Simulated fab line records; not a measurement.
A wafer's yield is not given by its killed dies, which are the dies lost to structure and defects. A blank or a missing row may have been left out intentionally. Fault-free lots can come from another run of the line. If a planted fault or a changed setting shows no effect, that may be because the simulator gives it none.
2 desks looking at one fault ; flow berkeley-cmos170 ; each desk holds nothing but its own numbers, with what lay behind them at the end

== THE TOOL OWNER'S DESK: rtp-anneal-02 ==
Per lot that ran on this tool, the mean of the sampled wafers carrying a number, from the tool's own readings at UCB170_SILICIDE_RTA_04 (time 15 s). Marked OUT: a lot whose mean sits more than 4 standard deviations from the usual mean, which makes it out of limits; the brackets give that distance.
Columns: A = chamber-o2-ppm at UCB170_SILICIDE_RTA_04, usual 2.001; B = lamp-power-pct at UCB170_SILICIDE_RTA_04, usual 10.4 %; C = wafer_temp_C_max at UCB170_SILICIDE_RTA_04, usual 653.1
lot;first seen here;A;B;C
L491;day 9 18:37;2.001;9.9;652.7
L496;day 11 09:14;2.028;9.9;652.8
L502;day 12 12:59;301.987 (+99 or more) OUT;9.9;652.4
L503;day 12 13:40;302.013 (+99 or more) OUT;9.9;652.5
This desk's finding: out of limits on L502, L503; first on L502, day 12 12:59 (chamber-o2-ppm at UCB170_SILICIDE_RTA_04). In limits: L491, L496.

== AT THE METROLOGY DESK ==
What the gauges read, lot by lot, whatever tool the lot ran on: means of the sampled wafers that have a number. Marked OUT: a lot whose mean sits more than 4 standard deviations from the usual mean, which makes it out of limits; the brackets give that distance.
Columns: A = PSD_RS at UCB170_SDANNEAL_RS_MEAS_02, usual 75.65 ohm/sq; B = NSD_RS at UCB170_SDANNEAL_RS_MEAS_03, usual 37.25 ohm/sq; C = PLDD_RS at UCB170_SDANNEAL_RS_MEAS_04, usual 1031.2 ohm/sq; D = NLDD_RS at UCB170_SDANNEAL_RS_MEAS_05, usual 616.2 ohm/sq; E = SILICIDE_TI_RS at UCB170_SILICIDE_RS_MEAS_02, usual 26.1 ohm/sq; F = SILICIDE_TI_THK at UCB170_SILICIDE_THK_MEAS_03, usual 30.2 nm
lot;first seen here;A;B;C;D;E;F
L491;day 9 17:51;75.54;37.20;1028.0;616.7;26.6;29.8
L495;day 10 07:53;75.68;37.16;1032.4;616.3;25.8;30.7
L497;day 11 07:34;75.90;37.23;1028.0;617.9;26.0;30.3
L496;day 11 08:29;76.08;37.25;1030.5;616.8;26.3;30.0
L502;day 12 12:13;75.77;37.27;1035.0;616.8;25.8;31.0
L503;day 12 12:54;75.45;37.24;1033.9;616.4;26.2;30.2
This desk's verdict: no lot among the 6 shows anything out of limits.

== BROUGHT TOGETHER ==
The tool owner's desk had the chance to raise an alarm at day 12 12:59 on L502, L503.
Metrology desk: nothing out of limits seen.
The metrology desk has L502, L503 on record, within its limits.
On rtp-anneal-02, each named lot ran UCB170_SILICIDE_RTA_04.

== WHAT WAS PUT IN BY THE SIMULATOR ==
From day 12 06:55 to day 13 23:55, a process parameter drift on rtp-anneal-02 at UCB170_SILICIDE_RTA_04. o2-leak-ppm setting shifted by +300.
Shown lots that were struck: L502, L503.
How many hours passed from the start of the fault until each desk's first out-of-limits reading: the tool owner's desk, 6.
